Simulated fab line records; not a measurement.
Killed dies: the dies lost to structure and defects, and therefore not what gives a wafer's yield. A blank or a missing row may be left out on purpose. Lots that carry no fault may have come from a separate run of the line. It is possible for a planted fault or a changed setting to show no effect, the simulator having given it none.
2 desks looking at one fault / flow berkeley_cmos170 / each desk holds nothing but its own numbers, with what lay behind them at the end

## FROM THE METROLOGY DESK
Means of the sampled wafers that have a number, per lot and without regard to the tool the lot ran on: this is what the gauges read. The brackets show how far a lot's mean lies from the usual mean; more than 4 standard deviations puts the lot out of limits, marked OUT.
Columns: A = PSD_RS at UCB170_SDANNEAL_RS_MEAS_02, usual 75.46 ohm/sq
lot=L960; first seen here=day 8 05:50; A=75.07
lot=L961; first seen here=day 8 05:50; A=75.34
lot=L963; first seen here=day 8 21:24; A=75.16
lot=L962; first seen here=day 8 21:59; A=75.85
lot=L966; first seen here=day 9 04:37; A=75.40
lot=L965; first seen here=day 9 04:49; A=75.45
lot=L967; first seen here=day 9 21:00; A=75.43
lot=L969; first seen here=day 10 08:13; A=75.82
lot=L970; first seen here=day 10 08:26; A=75.53
lot=L968; first seen here=day 10 08:42; A=75.46
lot=L971; first seen here=day 10 17:32; A=75.78
lot=L974; first seen here=day 11 08:13; A=75.34
lot=L979; first seen here=day 11 23:20; A=75.76
lot=L980; first seen here=day 11 23:32; A=75.26
This desk's finding: nothing out of limits on any of the 14 lots.

## TOOL OWNER'S DESK, furnace-03
At UCB170_M1_ANNEAL_14 (time 1200 s), the tool's own readings, given per lot that ran on this tool as the mean of the sampled wafers with a number. The brackets show how far a lot's mean lies from the usual mean; more than 4 standard deviations puts the lot out of limits, marked OUT. 7 of its 8 readings are shown: the first one out of limits and those lying furthest out on some lot.
Columns: A = spike_tc_centre_C at UCB170_M1_ANNEAL_14, usual 401.6 C; B = spike_tc_load_C at UCB170_M1_ANNEAL_14, usual 417.4 C; C = spike_tc_source_C at UCB170_M1_ANNEAL_14, usual 416.4 C; D = tube_center_temp_C at UCB170_M1_ANNEAL_14, usual 400 C; E = tube_center_temp_C_max at UCB170_M1_ANNEAL_14, usual 401.03; F = zone_power_load_pct at UCB170_M1_ANNEAL_14, usual 5.31 %; G = zone_power_source_pct at UCB170_M1_ANNEAL_14, usual 6.84 %
lot=L961; first seen here=day 8 13:16; A=401.2; B=417.0; C=416.8; D=400; E=400.92; F=5.24; G=6.84
lot=L960; first seen here=day 8 14:36; A=402.1; B=417.2; C=416.5; D=400; E=400.97; F=5.34; G=6.81
lot=L963; first seen here=day 9 04:31; A=401.2; B=416.7; C=416.2; D=400; E=400.99; F=5.30; G=6.78
lot=L962; first seen here=day 9 07:11; A=402.6; B=417.3; C=417.2; D=400; E=401.06; F=5.29; G=6.75
lot=L966; first seen here=day 9 11:29; A=401.5; B=416.8; C=416.3; D=400; E=400.98; F=5.29; G=6.85
lot=L965; first seen here=day 9 12:50; A=401.2; B=417.4; C=416.2; D=400; E=401.21; F=5.27; G=6.81
lot=L967; first seen here=day 10 05:14; A=402.3; B=417.6; C=416.0; D=400; E=401.00; F=5.31; G=6.83
lot=L969; first seen here=day 10 16:06; A=402.3; B=417.2; C=416.9; D=400; E=401.00; F=5.28; G=6.85
lot=L968; first seen here=day 10 17:26; A=401.2; B=416.5; C=416.4; D=400; E=400.99; F=5.34; G=6.87
lot=L970; first seen here=day 10 18:46; A=401.5; B=417.2; C=416.7; D=400; E=401.02; F=5.31; G=6.84
lot=L971; first seen here=day 11 03:41; A=401.2; B=417.4; C=415.9; D=400; E=401.05; F=5.29; G=6.81
lot=L974; first seen here=day 11 17:35; A=402.8; B=417.9; C=416.2; D=400; E=401.01; F=5.30; G=6.83
lot=L979; first seen here=day 12 12:14; A=291.4 (-99 or more) OUT; B=306.9 (-99 or more) OUT; C=305.3 (-99 or more) OUT; D=290 (-99 or more) OUT; E=291.07 (-99 or more) OUT; F=3.42 (-36) OUT; G=4.35 (-35) OUT
lot=L980; first seen here=day 12 13:34; A=292.0 (-99 or more) OUT; B=307.3 (-99 or more) OUT; C=304.4 (-99 or more) OUT; D=290 (-99 or more) OUT; E=291.06 (-99 or more) OUT; F=3.40 (-36) OUT; G=4.28 (-36) OUT
This desk's verdict: out of limits on L979, L980, starting with L979 at day 12 12:14 (spike_tc_centre_C at UCB170_M1_ANNEAL_14). In limits: L961, L960, L963, L962, L966, L965, L967, L969, L968, L970, L971, L974.

## PUT TOGETHER
An alarm could have come from the tool owner's desk at day 12 12:14, on L979, L980.
The metrology desk saw nothing out of limits.
The metrology desk holds a record of L979, L980, inside its limits.
Of the lots named, all ran UCB170_M1_ANNEAL_14 on furnace-03.

## WHAT HAD BEEN PUT IN BY THE SIMULATOR
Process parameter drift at UCB170_M1_ANNEAL_14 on furnace-03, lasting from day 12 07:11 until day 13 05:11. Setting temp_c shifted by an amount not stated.
Shown lots that were struck: L979, L980.
Each desk's first reading out of limits, in hours after the fault started: the tool owner's desk, 5.
